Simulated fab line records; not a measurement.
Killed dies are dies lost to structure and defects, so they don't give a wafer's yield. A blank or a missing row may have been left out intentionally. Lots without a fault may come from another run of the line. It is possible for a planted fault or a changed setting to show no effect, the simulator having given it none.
What tool caused it? || flow berkeleyCmos170 || Sampling: 14 lots, 42 wafers, 6 of 331 route steps

## WHAT THE GAUGES SHOWED, per wafer
UCB170_PSD_CD_MEAS_06: target cd 1200 nm. Usual: cdNm at 1200.2 nm, with a standard deviation of 1.4.
{"lot": "L607", "measured": "day 5 23:40", "on": "cdSem-02", "cdNm (nm)": "1202.0 1202.0 1201.9", "flag": ""}
{"lot": "L608", "measured": "day 6 14:59", "on": "cdSem-01", "cdNm (nm)": "1201.0 1202.4 1202.0", "flag": ""}
{"lot": "L613", "measured": "day 7 02:31", "on": "cdSem-01", "cdNm (nm)": "1199.4 1200.0 1200.5", "flag": ""}
{"lot": "L610", "measured": "day 7 02:58", "on": "cdSem-02", "cdNm (nm)": "1201.2 1201.9 1201.3", "flag": ""}
{"lot": "L609", "measured": "day 7 03:32", "on": "cdSem-01", "cdNm (nm)": "1200.0 1200.2 1199.3", "flag": ""}
{"lot": "L612", "measured": "day 7 05:19", "on": "cdSem-02", "cdNm (nm)": "1199.0 1198.1 1198.9", "flag": ""}
{"lot": "L615", "measured": "day 7 12:55", "on": "cdSem-02", "cdNm (nm)": "1198.5 1200.5 1200.0", "flag": ""}
{"lot": "L616", "measured": "day 8 03:46", "on": "cdSem-02", "cdNm (nm)": "1200.7 1202.1 1201.1", "flag": ""}
{"lot": "L617", "measured": "day 8 04:02", "on": "cdSem-01", "cdNm (nm)": "1197.8 1198.1 1198.2", "flag": ""}
{"lot": "L618", "measured": "day 8 13:31", "on": "cdSem-02", "cdNm (nm)": "1198.9 1197.6 1196.5", "flag": ""}
{"lot": "L621", "measured": "day 9 06:37", "on": "cdSem-01", "cdNm (nm)": "1199.0 1200.2 1199.7", "flag": ""}
{"lot": "L620", "measured": "day 9 06:52", "on": "cdSem-02", "cdNm (nm)": "1200.8 1200.5 1198.8", "flag": ""}
{"lot": "L624", "measured": "day 9 18:10", "on": "cdSem-01", "cdNm (nm)": "1201.3 1200.8 1201.5", "flag": ""}
{"lot": "L630", "measured": "day 11 01:46", "on": "cdSem-02", "cdNm (nm)": "1199.2 1199.6 1199.0", "flag": ""}

UCB170_M2_OVL_MEAS_16. Usual: M2_OVL gives -1 nm (standard deviation 6.1).
{"lot": "L607", "measured": "day 6 23:03", "on": "overlay-02", "M2_OVL (nm)": "15 6 0", "flag": ""}
{"lot": "L608", "measured": "day 7 14:28", "on": "overlay-02", "M2_OVL (nm)": "-4 -8 -10", "flag": ""}
{"lot": "L613", "measured": "day 8 03:38", "on": "overlay-02", "M2_OVL (nm)": "-7 3 -2", "flag": ""}
{"lot": "L610", "measured": "day 8 03:57", "on": "overlay-02", "M2_OVL (nm)": "5 1 2", "flag": ""}
{"lot": "L609", "measured": "day 8 04:18", "on": "overlay-02", "M2_OVL (nm)": "-2 2 2", "flag": ""}
{"lot": "L612", "measured": "day 8 04:22", "on": "overlay-01", "M2_OVL (nm)": "-1 3 -4", "flag": ""}
{"lot": "L615", "measured": "day 8 10:33", "on": "overlay-02", "M2_OVL (nm)": "-6 -2 -1", "flag": ""}
{"lot": "L616", "measured": "day 8 23:08", "on": "overlay-01", "M2_OVL (nm)": "-1 -5 3", "flag": ""}
{"lot": "L617", "measured": "day 9 02:00", "on": "overlay-02", "M2_OVL (nm)": "-3 2 7", "flag": ""}
{"lot": "L618", "measured": "day 9 09:40", "on": "overlay-01", "M2_OVL (nm)": "-7 5 -5", "flag": ""}
{"lot": "L621", "measured": "day 10 06:10", "on": "overlay-02", "M2_OVL (nm)": "-5 -2 -13", "flag": ""}
{"lot": "L620", "measured": "day 10 06:06", "on": "overlay-01", "M2_OVL (nm)": "1 -4 6", "flag": ""}
{"lot": "L624", "measured": "day 10 22:50", "on": "overlay-02", "M2_OVL (nm)": "2 5 -5", "flag": ""}
{"lot": "L630", "measured": "day 11 22:14", "on": "overlay-02", "M2_OVL (nm)": "0 15 -3", "flag": ""}

UCB170_V2_BOW_MEAS_03. Usual: V2_BOW gives 36 um (standard deviation 7).
{"lot": "L607", "measured": "day 7 00:04", "on": "filmMetro-02", "V2_BOW (um)": "32 28 27", "flag": ""}
{"lot": "L608", "measured": "day 7 15:39", "on": "filmMetro-01", "V2_BOW (um)": "39 28 35", "flag": ""}
{"lot": "L613", "measured": "day 8 04:40", "on": "filmMetro-01", "V2_BOW (um)": "42 31 27", "flag": ""}
{"lot": "L610", "measured": "day 8 04:59", "on": "filmMetro-03", "V2_BOW (um)": "34 34 32", "flag": ""}
{"lot": "L609", "measured": "day 8 05:20", "on": "filmMetro-01", "V2_BOW (um)": "36 21 28", "flag": ""}
{"lot": "L612", "measured": "day 8 05:24", "on": "filmMetro-03", "V2_BOW (um)": "33 38 40", "flag": ""}
{"lot": "L615", "measured": "day 8 11:34", "on": "filmMetro-02", "V2_BOW (um)": "38 38 38", "flag": ""}
{"lot": "L616", "measured": "day 9 00:08", "on": "filmMetro-02", "V2_BOW (um)": "40 40 34", "flag": ""}
{"lot": "L617", "measured": "day 9 03:00", "on": "filmMetro-02", "V2_BOW (um)": "45 33 32", "flag": ""}
{"lot": "L618", "measured": "day 9 10:40", "on": "filmMetro-03", "V2_BOW (um)": "42 35 32", "flag": ""}
{"lot": "L621", "measured": "day 10 07:13", "on": "filmMetro-02", "V2_BOW (um)": "36 40 36", "flag": ""}
{"lot": "L620", "measured": "day 10 07:06", "on": "filmMetro-01", "V2_BOW (um)": "35 26 37", "flag": ""}
{"lot": "L624", "measured": "day 10 23:53", "on": "filmMetro-01", "V2_BOW (um)": "18 44 46", "flag": ""}
{"lot": "L630", "measured": "day 11 23:14", "on": "filmMetro-02", "V2_BOW (um)": "31 43 46", "flag": ""}

UCB170_M3_RS_MEAS_02: measurement is done with a four-point probe. Usual: M3_AL_RS gives 0.03179 ohm/sq (standard deviation 0.00025).
{"lot": "L607", "measured": "day 7 02:08", "on": "filmMetro-04", "M3_AL_RS (ohm/sq)": "0.03181 0.03191 0.03138", "flag": ""}
{"lot": "L608", "measured": "day 7 17:37", "on": "filmMetro-03", "M3_AL_RS (ohm/sq)": "0.03153 0.03192 0.03164", "flag": ""}
{"lot": "L613", "measured": "day 8 08:14", "on": "filmMetro-02", "M3_AL_RS (ohm/sq)": "0.0323 0.03162 0.03204", "flag": ""}
{"lot": "L610", "measured": "day 8 08:32", "on": "filmMetro-03", "M3_AL_RS (ohm/sq)": "0.03188 0.03145 0.0316", "flag": ""}
{"lot": "L609", "measured": "day 8 08:49", "on": "filmMetro-02", "M3_AL_RS (ohm/sq)": "0.03184 0.0319 0.03207", "flag": ""}
{"lot": "L612", "measured": "day 8 08:50", "on": "filmMetro-03", "M3_AL_RS (ohm/sq)": "0.03219 0.03201 0.03183", "flag": ""}
{"lot": "L615", "measured": "day 8 13:56", "on": "filmMetro-04", "M3_AL_RS (ohm/sq)": "0.03173 0.03164 0.03184", "flag": ""}
{"lot": "L616", "measured": "day 9 02:12", "on": "filmMetro-04", "M3_AL_RS (ohm/sq)": "0.03182 0.03187 0.03152", "flag": ""}
{"lot": "L617", "measured": "day 9 04:54", "on": "filmMetro-02", "M3_AL_RS (ohm/sq)": "0.0322 0.03223 0.03205", "flag": ""}
{"lot": "L618", "measured": "day 9 12:45", "on": "filmMetro-04", "M3_AL_RS (ohm/sq)": "0.03155 0.03167 0.03148", "flag": ""}
{"lot": "L621", "measured": "day 10 11:46", "on": "filmMetro-04", "M3_AL_RS (ohm/sq)": "0.08438 0.08505 0.08511", "flag": "OFF"}
{"lot": "L620", "measured": "day 10 11:25", "on": "filmMetro-02", "M3_AL_RS (ohm/sq)": "0.03146 0.0316 0.0317", "flag": ""}
{"lot": "L624", "measured": "day 11 02:45", "on": "filmMetro-03", "M3_AL_RS (ohm/sq)": "0.08744 0.086 0.08764", "flag": "OFF"}
{"lot": "L630", "measured": "day 12 04:58", "on": "filmMetro-03", "M3_AL_RS (ohm/sq)": "0.03199 0.03181 0.03171", "flag": ""}

UCB170_M3_THK_MEAS_03: measures by xrf. Usual: M3_AL_THK gives 905 nm (standard deviation 8.4).
{"lot": "L607", "measured": "day 7 02:14", "on": "filmMetro-04", "M3_AL_THK (nm)": "906 901 909", "flag": ""}
{"lot": "L608", "measured": "day 7 17:44", "on": "filmMetro-03", "M3_AL_THK (nm)": "916 902 905", "flag": ""}
{"lot": "L613", "measured": "day 8 08:21", "on": "filmMetro-02", "M3_AL_THK (nm)": "888 902 893", "flag": ""}
{"lot": "L610", "measured": "day 8 08:38", "on": "filmMetro-03", "M3_AL_THK (nm)": "903 915 910", "flag": ""}
{"lot": "L609", "measured": "day 8 08:55", "on": "filmMetro-02", "M3_AL_THK (nm)": "897 901 895", "flag": ""}
{"lot": "L612", "measured": "day 8 08:57", "on": "filmMetro-03", "M3_AL_THK (nm)": "898 899 906", "flag": ""}
{"lot": "L615", "measured": "day 8 14:03", "on": "filmMetro-04", "M3_AL_THK (nm)": "912 919 909", "flag": ""}
{"lot": "L616", "measured": "day 9 02:19", "on": "filmMetro-04", "M3_AL_THK (nm)": "907 907 911", "flag": ""}
{"lot": "L617", "measured": "day 9 05:01", "on": "filmMetro-02", "M3_AL_THK (nm)": "888 889 897", "flag": ""}
{"lot": "L618", "measured": "day 9 12:52", "on": "filmMetro-04", "M3_AL_THK (nm)": "917 912 914", "flag": ""}
{"lot": "L621", "measured": "day 10 11:51", "on": "filmMetro-04", "M3_AL_THK (nm)": "348 342 344", "flag": "OFF"}
{"lot": "L620", "measured": "day 10 11:32", "on": "filmMetro-02", "M3_AL_THK (nm)": "911 905 907", "flag": ""}
{"lot": "L624", "measured": "day 11 02:51", "on": "filmMetro-03", "M3_AL_THK (nm)": "336 340 333", "flag": "OFF"}
{"lot": "L630", "measured": "day 12 05:05", "on": "filmMetro-03", "M3_AL_THK (nm)": "900 903 905", "flag": ""}

## WHAT TOOL EACH LOT RAN ON (gives the tool, then ch and the chambers of the sampled wafers, and finally the start)
{"lot": "L607", "UCB170_M3_SPUTTER_01": "pvdSputter-04, day 7 02:02"}
{"lot": "L608", "UCB170_M3_SPUTTER_01": "pvdSputter-03, day 7 17:32"}
{"lot": "L613", "UCB170_M3_SPUTTER_01": "pvdSputter-02, day 8 08:08"}
{"lot": "L610", "UCB170_M3_SPUTTER_01": "pvdSputter-03, day 8 08:25"}
{"lot": "L609", "UCB170_M3_SPUTTER_01": "pvdSputter-04, day 8 08:41"}
{"lot": "L612", "UCB170_M3_SPUTTER_01": "pvdSputter-02, day 8 08:45"}
{"lot": "L615", "UCB170_M3_SPUTTER_01": "pvdSputter-03, day 8 13:50"}
{"lot": "L616", "UCB170_M3_SPUTTER_01": "pvdSputter-03, day 9 02:07"}
{"lot": "L617", "UCB170_M3_SPUTTER_01": "pvdSputter-02, day 9 04:49"}
{"lot": "L618", "UCB170_M3_SPUTTER_01": "pvdSputter-03, day 9 12:39"}
{"lot": "L621", "UCB170_M3_SPUTTER_01": "pvdSputter-02, day 10 11:37"}
{"lot": "L620", "UCB170_M3_SPUTTER_01": "pvdSputter-04, day 10 11:20"}
{"lot": "L624", "UCB170_M3_SPUTTER_01": "pvdSputter-02, day 11 02:38"}
{"lot": "L630", "UCB170_M3_SPUTTER_01": "pvdSputter-03, day 12 04:53"}
- UCB170_M3_SPUTTER_01: material Al, target thk 900 nm, time 120 s.

## AS READ BY THE TOOLS THEMSELVES (means over the sampled wafers that have a number; for cases with no such wafer, the mark the record gives instead)
UCB170_M3_SPUTTER_01. Usual: throttleValvePct at 29.8 %, with a standard deviation of 1.1.
{"lot": "L607", "tool": "pvdSputter-04", "throttleValvePct (%)": 30.3, "flag": ""}
{"lot": "L608", "tool": "pvdSputter-03", "throttleValvePct (%)": 28.6, "flag": ""}
{"lot": "L613", "tool": "pvdSputter-02", "throttleValvePct (%)": 30.5, "flag": ""}
{"lot": "L610", "tool": "pvdSputter-03", "throttleValvePct (%)": 29.7, "flag": ""}
{"lot": "L609", "tool": "pvdSputter-04", "throttleValvePct (%)": 31.0, "flag": ""}
{"lot": "L612", "tool": "pvdSputter-02", "throttleValvePct (%)": 30.7, "flag": ""}
{"lot": "L615", "tool": "pvdSputter-03", "throttleValvePct (%)": 29.5, "flag": ""}
{"lot": "L616", "tool": "pvdSputter-03", "throttleValvePct (%)": 29.7, "flag": ""}
{"lot": "L617", "tool": "pvdSputter-02", "throttleValvePct (%)": 30.7, "flag": ""}
{"lot": "L618", "tool": "pvdSputter-03", "throttleValvePct (%)": 29.1, "flag": ""}
{"lot": "L621", "tool": "pvdSputter-02", "throttleValvePct (%)": 30.8, "flag": ""}
{"lot": "L620", "tool": "pvdSputter-04", "throttleValvePct (%)": 29.2, "flag": ""}
{"lot": "L624", "tool": "pvdSputter-02", "throttleValvePct (%)": 30.5, "flag": ""}
{"lot": "L630", "tool": "pvdSputter-03", "throttleValvePct (%)": 28.9, "flag": ""}

## THE ANSWER, worked out from the rows above alone
Rule: a lot is off if the mean of its wafers that have a number lies more than 3 standard deviations from the usual mean. Also off: a lot with no number at a reading for which 4 or more lots have one. Any other lot the step has rows for is counted as sound. First the gauges in route order, then the tools' own readings, where a lot's mean is used as printed above. At the first step where some lot is off, the reading lying furthest off is the one used; lots without a number count as furthest.
Off: L621, L624, at UCB170_M3_RS_MEAS_02 (M3_AL_RS).
A tool fits if, at a process step before that reading, it ran every lot that is off, and no sound lot after the first of them. The gauges at UCB170_M3_RS_MEAS_02 are tried like those tools. One candidate fits, namely pvdSputter-02 at UCB170_M3_SPUTTER_01. Its last sound lot is L617 (day 9 04:49), its first lot that is off L621 (day 10 11:37): a fault that began between those two fits.

## WHAT THE SIMULATOR PUT IN
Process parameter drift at UCB170_M3_SPUTTER_01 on pvdSputter-02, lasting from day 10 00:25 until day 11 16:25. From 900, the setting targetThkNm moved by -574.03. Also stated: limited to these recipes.
Shown lots that were struck: L621, L624. Same finding as the rule above.
